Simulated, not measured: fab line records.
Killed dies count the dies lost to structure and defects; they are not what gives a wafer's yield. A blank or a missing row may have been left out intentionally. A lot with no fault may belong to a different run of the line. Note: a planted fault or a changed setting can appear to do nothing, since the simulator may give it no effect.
Commonality check across tools | flow berkeley-cmos170 | Lots sampled 14, wafers sampled 42

## REASON FOR OPENING
At UCB170_PLDD_TW_MEAS_11 the reading PLDD_TW is flagged on 2 of 14 lots. No-fault wafers: 1008, standard deviation 10.
Rule: a lot gets a flag if all its wafers with a number sit over 4 standard deviations from that mean, or if no wafer of it has a number. As for the other lots, they are considered sound.

lot  | measured     | on            | PLDD_TW, wafer by wafer | flag
L295 | day 6 23:55  | film-metro-03 | 1013 1018 1017          |
L294 | day 7 00:05  | film-metro-02 | 1008 1008 1001          |
L296 | day 7 19:29  | film-metro-04 | 1003 1002 1000          |
L299 | day 8 02:32  | film-metro-04 | 990 991 995             |
L298 | day 8 02:50  | film-metro-03 | 1018 1015 1016          |
L301 | day 8 19:46  | film-metro-03 | 1025 1017 1016          |
L304 | day 9 15:33  | film-metro-04 | 1073 1080 1072          | FLAGGED
L306 | day 9 21:01  | film-metro-02 | 1083 1080 1090          | FLAGGED
L311 | day 10 14:09 | film-metro-04 | 996 1000 1000           |
L309 | day 10 14:21 | film-metro-02 | 1018 1020 1015          |
L312 | day 12 00:19 | film-metro-03 | 1012 1017 1014          |
L315 | day 12 06:30 | film-metro-02 | 1012 1019 1012          |
L317 | day 12 15:58 | film-metro-03 | 1018 1023 1014          |
L316 | day 12 16:15 | film-metro-03 | 1012 1013 1019          |
Average over the flagged lots: 1080; offset from the usual +72, equal to +7 standard deviations.

## EACH LOT AND THE TOOL IT RAN ON
The record holds 2 process steps before the reading, out of a route of 331 steps. Cell contents, in order: the tool; ch with the chambers the sampled wafers went through; the start.
lot  | flag    | UCB170_PVT_STRIP_08                  | UCB170_PLDD_IMPLANT_09
L295 |         | plasma-asher-03 ch 0,1, day 6 05:20  | implanter-03 ch 0, day 6 23:42
L294 |         | plasma-asher-02 ch 0,1, day 6 09:17  | implanter-01 ch 0, day 6 23:50
L296 |         | plasma-asher-01 ch 0,1, day 7 01:10  | implanter-01 ch 0, day 7 19:16
L299 |         | plasma-asher-02 ch 0,1, day 7 10:09  | implanter-01 ch 0, day 8 02:17
L298 |         | plasma-asher-03 ch 0,1, day 7 09:55  | implanter-01 ch 0, day 8 02:35
L301 |         | plasma-asher-03 ch 0,1, day 8 03:46  | implanter-03 ch 0, day 8 19:32
L304 | FLAGGED | plasma-asher-03 ch 0,1, day 8 15:58  | implanter-01 ch 0, day 9 15:19
L306 | FLAGGED | plasma-asher-01 ch 0,1, day 9 05:46  | implanter-01 ch 0, day 9 20:47
L311 |         | plasma-asher-01 ch 0,1, day 9 21:16  | implanter-03 ch 0, day 10 13:55
L309 |         | plasma-asher-02 ch 0,1, day 9 19:50  | implanter-02 ch 0, day 10 14:06
L312 |         | plasma-asher-01 ch 0,1, day 10 20:21 | implanter-03 ch 0, day 12 00:04
L315 |         | plasma-asher-03 ch 0,1, day 11 08:50 | implanter-03 ch 0, day 12 06:15
L317 |         | plasma-asher-03 ch 0,1, day 11 23:35 | implanter-03 ch 0, day 12 15:44
L316 |         | plasma-asher-01 ch 0,1, day 11 23:19 | implanter-02 ch 0, day 12 16:00
What the steps here do:
- UCB170_PVT_STRIP_08: strips in O2.
- UCB170_PLDD_IMPLANT_09
- UCB170_PLDD_TW_MEAS_11

## FLAGGED AGAINST TOTAL, ONE TOOL AT A TIME (gauges that did the reading follow at the end)
step                   | tool            | lots run | flagged | share of the flagged lots | sound lots run after its first flagged lot
UCB170_PVT_STRIP_08    | plasma-asher-01 | 5        | 1       | some                      | 3 (L311,L312,L316)
UCB170_PVT_STRIP_08    | plasma-asher-02 | 3        | 0       | none                      | -
UCB170_PVT_STRIP_08    | plasma-asher-03 | 6        | 1       | some                      | 2 (L315,L317)
UCB170_PLDD_IMPLANT_09 | implanter-01    | 6        | 2       | all                       | 0
UCB170_PLDD_IMPLANT_09 | implanter-02    | 2        | 0       | none                      | -
UCB170_PLDD_IMPLANT_09 | implanter-03    | 6        | 0       | none                      | -
UCB170_PLDD_TW_MEAS_11 | film-metro-02   | 4        | 1       | some                      | 2 (L309,L315)
UCB170_PLDD_TW_MEAS_11 | film-metro-03   | 6        | 0       | none                      | -
UCB170_PLDD_TW_MEAS_11 | film-metro-04   | 4        | 1       | some                      | 1 (L311)

## WHAT THE TABLE ALLOWS
All flagged lots share 1 row of the table, namely implanter-01 at UCB170_PLDD_IMPLANT_09.
- implanter-01 at UCB170_PLDD_IMPLANT_09: 2 of its 6 lots flagged. Last sound lot L298 at day 8 02:35, first flagged lot L304 at day 9 15:19; a fault beginning in between fits. Its own readings (beam-on-s, dose-ions-cm2, faraday-current-uA) fall more than 4 standard deviations out on all wafers of the flagged lots.
One tool is left: implanter-01 at UCB170_PLDD_IMPLANT_09.

## WHAT THE SIMULATOR HAD INSERTED
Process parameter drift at UCB170_PLDD_IMPLANT_09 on implanter-01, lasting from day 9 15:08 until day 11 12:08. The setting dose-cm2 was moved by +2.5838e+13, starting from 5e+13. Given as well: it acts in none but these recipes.
Lots struck among those shown: L304, L306. This agrees with what the rule above found.
